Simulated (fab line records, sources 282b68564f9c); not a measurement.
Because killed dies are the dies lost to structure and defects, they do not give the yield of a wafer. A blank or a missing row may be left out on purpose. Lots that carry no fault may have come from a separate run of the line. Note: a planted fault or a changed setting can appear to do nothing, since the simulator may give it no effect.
fab line records | flow ritCmos
record: lots: 6 | wafers: 18 | lastDay: 7
route steps=202 shown PWELL@49 WELLDRIVE@50 NWELL@51 NRETRO@53 PRETRO@64 M1@202
lots with no fault: from the same line, run without faults
startH: the number of hours between the record's first day and the start of the first shown wafer of the lot | waitH: hours since the lot's step before | " identical to the entry in the row above | L1.1+2: one row covering several wafers at once | - no value present, or no start provided | * or withheld: withheld | < > ~ a bound
route shown NAME@n: a module of which the file shows steps, and the number in the route of the first | usual: the fault-free wafers' mean and standard deviation | same: alike in all rows | chamber/n: place in a boat | sites: each site's reading | _std_site: their standard deviation | _edge_site: inner sites' mean taken away from outer sites' mean | radiusMm: how far each site lies from the wafer's centre | mask NAME#n: copy n | behind: the most recent tool/chamber to have shaped the wafer | hold: the reason the lot was held/the length of the hold in hours/how it ended | device: transistor that didn't switch, given as n, p or np | end of line: the tests these same wafers got at the end of their route | step lacking rows: just its recipe | killed: at the first sort, the dies lost to defects and structure; wafer yield is something else | map: a wafer's dies, x killed, . not, _ none there
set.NAME: the setting the step ran with; set.NAME@STEP: the setting that earlier step ran with | model.NAME: the simulator's own value behind a step, which no gauge read
lots seen at some steps along the route; tables by step, rows by wafer
services: a tool's chamber out of use, with start hour (startH, from the record's first day; less than 0 if before it), hours out, and reason
== steps ==
step: RIT_PWELL_TW_MEAS_10
usual: PWELL_TW: 943/11
lot.wafer | tool         | chamber | startH | waitH | PWELL_TW
L688.3    | filmMetro-01 | -       | 33.44  | 0.1   | 956
L688.4    | "            | -       | "      | "     | 959
L688.5    | "            | -       | "      | "     | 956
L691.2    | filmMetro-03 | -       | 47.70  | 0.1   | 934
L691.4    | "            | -       | "      | "     | 928
L691.5    | "            | -       | "      | "     | 934
L700.2    | filmMetro-03 | -       | 95.02  | 0.1   | 933
L700.3    | "            | -       | "      | "     | 928
L700.4    | "            | -       | "      | "     | 928
L701.3    | filmMetro-03 | -       | 99.33  | 0.1   | 934
L701.4    | "            | -       | "      | "     | 936
L701.6    | "            | -       | "      | "     | 936
L702.3    | filmMetro-03 | -       | 105.07 | 0.1   | 937
L702.4    | "            | -       | "      | "     | 933
L702.6    | "            | -       | "      | "     | 929
L705.3    | filmMetro-03 | -       | 121.66 | 0.1   | 929
L705.5    | "            | -       | "      | "     | 928
L705.6    | "            | -       | "      | "     | 923
step: RIT_WELLDRIVE_ANNEAL_00
recipe: tempC: 1100 | timeS: 14700 | ambient: N2
step: RIT_WELLDRIVE_RS_MEAS_01
recipe: thkMeasGauge: four-point-probe
usual: NWELL_RS: 275.4/0.7
lot.wafer | tool         | chamber | startH | waitH | NWELL_RS[ohm/sq]
L688.3    | filmMetro-04 | -       | 38.66  | 0.0   | 276.0
L688.4    | "            | -       | "      | "     | 275.2
L688.5    | "            | -       | "      | "     | 275.6
L691.2    | filmMetro-03 | -       | 52.85  | 0.0   | 274.3
L691.4    | "            | -       | "      | "     | 274.9
L691.5    | "            | -       | "      | "     | 275.0
L700.2    | filmMetro-01 | -       | 102.33 | 0.0   | 275.0
L700.3    | "            | -       | "      | "     | 274.0
L700.4    | "            | -       | "      | "     | 273.8
L701.3    | filmMetro-03 | -       | 105.84 | 0.0   | 275.0
L701.4    | "            | -       | "      | "     | 275.3
L701.6    | "            | -       | "      | "     | 275.2
L702.3    | filmMetro-01 | -       | 110.87 | 0.0   | 276.3
L702.4    | "            | -       | "      | "     | 275.9
L702.6    | "            | -       | "      | "     | 276.3
L705.3    | filmMetro-03 | -       | 126.82 | 0.0   | 275.8
L705.5    | "            | -       | "      | "     | 276.1
L705.6    | "            | -       | "      | "     | 275.6
step: RIT_WELLDRIVE_RS_MEAS_02
recipe: thkMeasGauge: four-point-probe
usual: PWELL_RS: 429.4/1.1
lot.wafer | tool         | chamber | startH | waitH | PWELL_RS[ohm/sq]
L688.3    | filmMetro-04 | -       | 38.78  | 0.1   | 427.7
L688.4    | "            | -       | "      | "     | 429.0
L688.5    | "            | -       | "      | "     | 428.5
L691.2    | filmMetro-03 | -       | 52.97  | 0.1   | 428.6
L691.4    | "            | -       | "      | "     | 430.6
L691.5    | "            | -       | "      | "     | 428.6
L700.2    | filmMetro-01 | -       | 102.45 | 0.1   | 428.6
L700.3    | "            | -       | "      | "     | 428.7
L700.4    | "            | -       | "      | "     | 430.0
L701.3    | filmMetro-03 | -       | 105.96 | 0.1   | 428.4
L701.4    | "            | -       | "      | "     | 429.6
L701.6    | "            | -       | "      | "     | 428.9
L702.3    | filmMetro-01 | -       | 110.99 | 0.1   | 429.4
L702.4    | "            | -       | "      | "     | 430.6
L702.6    | "            | -       | "      | "     | 429.0
L705.3    | filmMetro-03 | -       | 126.94 | 0.1   | 428.9
L705.5    | "            | -       | "      | "     | 428.7
L705.6    | "            | -       | "      | "     | 429.7
step: RIT_NRETRO_HMDS_00
recipe: primeTimeS: 60 | primeTempC: 140
step: RIT_NRETRO_COAT_01
recipe: resist: NOVOLAK | spinRpm: 2000 | resistThkNm: 1300
step: RIT_NRETRO_SOFTBAKE_02
recipe: resist: NOVOLAK | tempC: 90 | timeS: 60
step: RIT_NRETRO_EXPOSE_03
recipe: maskId: M4 | na: 0.57 | targetCdNm: 43900 | doseMj: 250
step: RIT_NRETRO_PEB_04
recipe: resist: NOVOLAK | tempC: withheld | timeS: withheld
step: RIT_NRETRO_DEVELOP_05
recipe: resist: NOVOLAK | developTimeS: 68 | devTempC: 23
step: RIT_NRETRO_OVL_MEAS_06
usual: NRETRO_OVL: -0.6/1.6
lot.wafer | tool       | chamber | startH | waitH | NRETRO_OVL[nm]
L688.3    | overlay-01 | -       | 39.77  | -     | 2.0
L688.4    | "          | -       | "      | "     | 0.0
L688.5    | "          | -       | "      | "     | 1.2
L691.2    | overlay-01 | -       | 54.12  | -     | -0.9
L691.4    | "          | -       | "      | "     | -1.4
L691.5    | "          | -       | "      | "     | -2.7
L700.2    | overlay-01 | -       | 103.44 | -     | -1.4
L700.3    | "          | -       | "      | "     | -3.2
L700.4    | "          | -       | "      | "     | -2.8
L701.3    | overlay-01 | -       | 106.96 | -     | 3.3
L701.4    | "          | -       | "      | "     | 1.1
L701.6    | "          | -       | "      | "     | 3.9
L702.3    | overlay-02 | -       | 112.09 | -     | -0.3
L702.4    | "          | -       | "      | "     | -1.8
L702.6    | "          | -       | "      | "     | -0.4
L705.3    | overlay-01 | -       | 127.91 | -     | 1.4
L705.5    | "          | -       | "      | "     | -0.1
L705.6    | "          | -       | "      | "     | -0.5
step: RIT_NRETRO_HARDBAKE_07
recipe: resist: NOVOLAK | tempC: 140 | timeS: 120
step: RIT_NRETRO_IMPLANT_08
recipe: species: P | energyKev: 70 | doseCm2: 1e+13 | tiltDeg: 7
usual: doseIonsCm2: 1.0003e+13/1.1e+10 | faradayCurrentUA: 31.6/0.62
lot.wafer | tool         | chamber | startH | waitH | doseIonsCm2 | faradayCurrentUA
L688.3    | implanter-01 | 0       | 40.09  | 0.2   | 9.982e+12   | 32.0
L688.4    | "            | 0       | "      | "     | 9.984e+12   | 32.1
L688.5    | "            | 0       | "      | "     | 1.0003e+13  | 31.9
L691.2    | implanter-02 | 0       | 54.44  | 0.2   | 9.995e+12   | 30.6
L691.4    | "            | 0       | "      | "     | 9.999e+12   | 32.2
L691.5    | "            | 0       | "      | "     | 9.996e+12   | 32.4
L700.2    | implanter-01 | 0       | 103.94 | 0.2   | 1.099e+13   | 34.4
L700.3    | "            | 0       | "      | "     | 1.0998e+13  | 35.4
L700.4    | "            | 0       | "      | "     | 1.0997e+13  | 35.6
L701.3    | implanter-01 | 0       | 107.28 | 0.2   | 1.1023e+13  | 34.2
L701.4    | "            | 0       | "      | "     | 1.1012e+13  | 34.8
L701.6    | "            | 0       | "      | "     | 1.1001e+13  | 35.3
L702.3    | implanter-03 | 0       | 112.41 | 0.2   | 1.0009e+13  | 31.0
L702.4    | "            | 0       | "      | "     | 1.0004e+13  | 31.5
L702.6    | "            | 0       | "      | "     | 9.991e+12   | 31.6
L705.3    | implanter-03 | 0       | 128.23 | 0.2   | 1.0002e+13  | 31.5
L705.5    | "            | 0       | "      | "     | 1.0012e+13  | 31.4
L705.6    | "            | 0       | "      | "     | 1.0007e+13  | 30.9
step: RIT_NRETRO_STRIP_09
recipe: chemistry: O2 | timeS: 180 | resist: NOVOLAK | platenTempC: withheld | powerW: 500 | pressureMtorr: 4000 | o2FlowSccm: 4000
usual: drypumpMotorCurrentA: 6.1/0.37
lot.wafer | tool           | chamber | startH | waitH | drypumpMotorCurrentA | rfHoursCounterH
L688.3    | plasmaAsher-01 | 1       | 40.25  | 0.1   | 6.0                  | -
L688.4    | "              | 0       | "      | "     | 6.5                  | -
L688.5    | "              | 1       | "      | "     | 6.0                  | -
L691.2    | plasmaAsher-01 | 1       | 54.57  | 0.1   | 6.0                  | 25
L691.4    | "              | 0       | "      | "     | 6.5                  | -
L691.5    | "              | 1       | "      | "     | 6.0                  | -
L700.2    | plasmaAsher-01 | 0       | 104.07 | 0.1   | 6.5                  | 30
L700.3    | "              | 1       | "      | "     | 6.0                  | -
L700.4    | "              | 0       | "      | "     | 6.5                  | -
L701.3    | plasmaAsher-01 | 0       | 107.44 | 0.1   | 6.5                  | -
L701.4    | "              | 1       | "      | "     | 6.0                  | -
L701.6    | "              | 0       | "      | "     | 6.5                  | -
L702.3    | plasmaAsher-04 | 0       | 112.57 | 0.1   | 5.9                  | -
L702.4    | "              | 1       | "      | "     | 5.8                  | -
L702.6    | "              | 0       | "      | "     | 5.9                  | -
L705.3    | plasmaAsher-03 | 1       | 128.39 | 0.1   | 6.4                  | -
L705.5    | "              | 0       | "      | "     | 5.4                  | -
L705.6    | "              | 1       | "      | "     | 6.4                  | -
step: RIT_NRETRO_TW_MEAS_10
usual: NRETRO_TW: 1050/4
lot.wafer | tool         | chamber | startH | waitH | NRETRO_TW
L688.3    | filmMetro-02 | -       | 40.39  | 0.1   | 1042
L688.4    | "            | -       | "      | "     | 1053
L688.5    | "            | -       | "      | "     | 1048
L691.2    | filmMetro-04 | -       | 54.75  | 0.1   | 1047
L691.4    | "            | -       | "      | "     | 1042
L691.5    | "            | -       | "      | "     | 1052
L700.2    | filmMetro-04 | -       | 104.25 | 0.1   | 1081
L700.3    | "            | -       | "      | "     | 1079
L700.4    | "            | -       | "      | "     | 1081
L701.3    | filmMetro-04 | -       | 107.57 | 0.1   | 1083
L701.4    | "            | -       | "      | "     | 1084
L701.6    | "            | -       | "      | "     | 1081
L702.3    | filmMetro-02 | -       | 112.71 | 0.1   | 1052
L702.4    | "            | -       | "      | "     | 1053
L702.6    | "            | -       | "      | "     | 1050
L705.3    | filmMetro-02 | -       | 128.53 | 0.1   | 1047
L705.5    | "            | -       | "      | "     | 1044
L705.6    | "            | -       | "      | "     | 1041
step: RIT_PRETRO_HMDS_00
recipe: primeTimeS: 60 | primeTempC: 140
step: RIT_M1_PROBE_99
usual: killedAtContacts: 0.0/0.25 | killedAtFrontEnd: 6.6/2.7 | killedDies: 6.7/2.7 | killedOpen: 3.3/1.9 | killedShort: 3.4/1.9
same: grossDies: 264 | killed_at_M0_to_M3: 0 | killed_at_M4_up: 0 | killedAtBackSide: 0 | killedAtOther: 0
lot.wafer | tool      | chamber | startH | waitH | killedAtContacts | killedAtFrontEnd | killedDies | killedOpen | killedShort | model.etest.capPGate.cMinFfUm2 | model.etest.pmosNarrow.vtV | model.etest.pmos_0p3.vtSatV
L688.3    | prober-01 | -       | 71.02  | 0.2   | 0                | 9                | 9          | 5          | 4           | 2.31                           | -0.4818                    | -0.4824
L688.4    | prober-01 | -       | 71.07  | 0.2   | 0                | 9                | 9          | 6          | 3           | 2.312                          | -0.4848                    | -0.4871
L688.5    | prober-01 | -       | 71.12  | 0.2   | 0                | 8                | 8          | 2          | 6           | 2.297                          | -0.4833                    | -0.4848
L691.2    | prober-02 | -       | 83.27  | 0.1   | 0                | 8                | 8          | 4          | 4           | 2.326                          | -0.4915                    | -0.4909
L691.4    | prober-02 | -       | 83.37  | 0.2   | 0                | 8                | 8          | 6          | 2           | 2.339                          | -0.4926                    | -0.4905
L691.5    | prober-02 | -       | 83.42  | 0.2   | 0                | 9                | 9          | 5          | 4           | 2.342                          | -0.4915                    | -0.49
L700.2    | prober-01 | -       | 134.51 | 0.1   | 0                | 9                | 9          | 1          | 8           | 2.367                          | -0.4772                    | -0.477
L700.3    | prober-01 | -       | 134.56 | 0.2   | 0                | 3                | 3          | 2          | 1           | 2.362                          | -0.4902                    | -0.4872
L700.4    | prober-01 | -       | 134.61 | 0.2   | 0                | 3                | 3          | 2          | 1           | 2.358                          | -0.4909                    | -0.4887
L701.3    | prober-02 | -       | 144.20 | 0.2   | 0                | 11               | 11         | 5          | 6           | 2.376                          | -0.4977                    | -0.4955
L701.4    | prober-02 | -       | 144.25 | 0.2   | 0                | 12               | 12         | 8          | 4           | 2.356                          | -0.504                     | -0.5032
L701.6    | prober-02 | -       | 144.35 | 0.2   | 0                | 8                | 8          | 4          | 4           | 2.388                          | -0.493                     | -0.496
L702.3    | prober-01 | -       | 144.20 | 0.2   | 0                | 8                | 8          | 5          | 3           | 2.292                          | -0.499                     | -0.4979
L702.4    | prober-01 | -       | 144.25 | 0.2   | 1                | 10               | 11         | 7          | 4           | 2.306                          | -0.4889                    | -0.4879
L702.6    | prober-01 | -       | 144.35 | 0.2   | 0                | 6                | 6          | 2          | 4           | 2.312                          | -0.4875                    | -0.4877
L705.3    | prober-02 | -       | 159.15 | 0.2   | 0                | 3                | 3          | 0          | 3           | 2.331                          | -0.4981                    | -0.4911
L705.5    | prober-02 | -       | 159.25 | 0.2   | 0                | 4                | 4          | 3          | 1           | 2.326                          | -0.4991                    | -0.4954
L705.6    | prober-02 | -       | 159.30 | 0.2   | 0                | 3                | 3          | 3          | 0           | 2.335                          | -0.494                     | -0.4919
killed by level:class
L688.3 GATE:geometricParticle:open=3 FOX1:geometricParticle:open=2 GATE:geometricParticle:short=2 SPACER:geometricParticle:short=1 SILICIDE:geometricParticle:short=1
L688.4 GATE:geometricParticle:open=2 SPACER:geometricParticle:short=2 FOX2:geometricParticle:open=1 REOX:geometricParticle:open=1 SPACER:geometricParticle:open=1 SILICIDE:geometricParticle:open=1 SILICIDE:geometricParticle:short=1
L688.5 GATE:geometricParticle:short=4 FOX1:geometricParticle:short=1 SPACER:geometricParticle:short=1 SPACER:geometricParticle:open=1 SILICIDE:geometricParticle:open=1
L691.2 GATE:geometricParticle:open=3 FOX1:geometricParticle:short=2 REOX:geometricParticle:short=2 FOX1:geometricParticle:open=1
L691.4 GATE:geometricParticle:short=2 SPACER:geometricParticle:open=2 FOX1:geometricParticle:open=1 GATE:geometricParticle:open=1 REOX:geometricParticle:open=1 SILICIDE:geometricParticle:open=1
L691.5 FOX1:geometricParticle:short=2 FOX1:geometricParticle:open=2 GATE:geometricParticle:short=2 REOX:geometricParticle:open=2 SPACER:geometricParticle:open=1
L700.2 GATE:geometricParticle:short=3 FOX1:geometricParticle:short=2 SILICIDE:geometricParticle:short=2 REOX:geometricParticle:open=1 SPACER:geometricParticle:short=1
L700.3 FOX1:geometricParticle:open=1 FOX1:geometricParticle:short=1 SPACER:geometricParticle:open=1
L700.4 SILICIDE:geometricParticle:open=2 GATE:geometricParticle:short=1
L701.3 GATE:geometricParticle:open=4 FOX1:geometricParticle:short=1 FOX2:geometricParticle:short=1 GATE:geometricParticle:short=1 REOX:geometricParticle:open=1 REOX:geometricParticle:short=1 SPACER:geometricParticle:short=1 SILICIDE:geometricParticle:short=1
L702.3 GATE:geometricParticle:short=2 GATE:geometricParticle:open=2 FOX1:geometricParticle:open=1 REOX:geometricParticle:short=1 SPACER:geometricParticle:open=1 SILICIDE:geometricParticle:open=1
L701.4 SPACER:geometricParticle:open=4 FOX1:geometricParticle:open=2 GATE:geometricParticle:short=2 FOX1:geometricParticle:short=1 GATE:geometricParticle:open=1 REOX:geometricParticle:open=1 SPACER:geometricParticle:short=1
L702.4 GATE:geometricParticle:open=3 FOX1:geometricParticle:short=1 FOX2:geometricParticle:open=1 FOX2:geometricParticle:short=1 REOX:geometricParticle:open=1 SPACER:geometricParticle:open=1 SILICIDE:geometricParticle:short=1 SILICIDE:geometricParticle:open=1
L701.6 GATE:geometricParticle:short=3 GATE:geometricParticle:open=2 FOX1:geometricParticle:open=1 REOX:geometricParticle:short=1 REOX:geometricParticle:open=1
L702.6 GATE:geometricParticle:short=2 FOX2:geometricParticle:short=1 GATE:geometricParticle:open=1 SILICIDE:geometricParticle:open=1 SILICIDE:geometricParticle:short=1
L705.3 ACTIVE:geometricParticle:short=1 FOX1:geometricParticle:short=1 GATE:geometricParticle:short=1
L705.5 REOX:geometricParticle:open=2 FOX1:geometricParticle:open=1 SILICIDE:geometricParticle:short=1
L705.6 FOX1:geometricParticle:open=1 GATE:geometricParticle:open=1 REOX:geometricParticle:open=1
== services ==
tool           | chamber | startH | hours | kind
plasmaAsher-01 | -       | 18.18  | 1.8   | repair
plasmaAsher-01 | -       | 19.20  | 6.0   | repair
plasmaAsher-03 | -       | 56.69  | 2.8   | pm
implanter-03   | -       | 57.48  | 2.4   | pm
implanter-03   | -       | 91.23  | 1.7   | repair
plasmaAsher-03 | -       | 108.75 | 9.0   | pm
plasmaAsher-03 | 0       | 108.75 | 9.0   | ventCycle
plasmaAsher-03 | 1       | 108.75 | 9.0   | ventCycle
implanter-01   | -       | 110.63 | 8.1   | repair
plasmaAsher-03 | 0       | 117.75 | -     | clean
plasmaAsher-03 | 1       | 117.75 | -     | clean
== key ==
firstSign: step: RIT_NRETRO_IMPLANT_08 | reading: doseIonsCm2 | direction: up | sigmas: 93 | usual: 1.0003e+13 | struck: 1.1004e+13
effect: step: RIT_NRETRO_IMPLANT_08 | reading: faradayCurrentUA | direction: up | sigmas: 5.4 | usual: 31.6 | struck: 35.0
effect: step: RIT_NRETRO_TW_MEAS_10 | reading: NRETRO_TW | direction: up | sigmas: 8 | usual: 1050 | struck: 1081
modelEffect: step: RIT_M1_PROBE_99 | value: etest.capPGate.cMinFfUm2 | without: 2.333 | struck: 2.368
metAt RIT_NRETRO_IMPLANT_08
struckWafers L700.2,L700.3,L700.4,L701.3,L701.4,L701.6
testerLeftOut L700,L701
onsetBetween 40.09 103.94
fault: kind: processParameterDrift | tool: implanter-01 | chamber: - | onsetH: 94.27 | steps: RIT_NRETRO_IMPLANT_08 | channel: doseCm2 | offset: 1.0049e+12 | shape: step | endH: 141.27 | actsIn: theseRecipesOnly | stated: 1e+13
testerLeftOut: of these lots the tester's yield and bins aren't shown, on N5 and GAA mostly nor the transistor test; their killed dies are dies lost to structure and defects alone, not to doping, threshold or leakage, so they don't give the yield
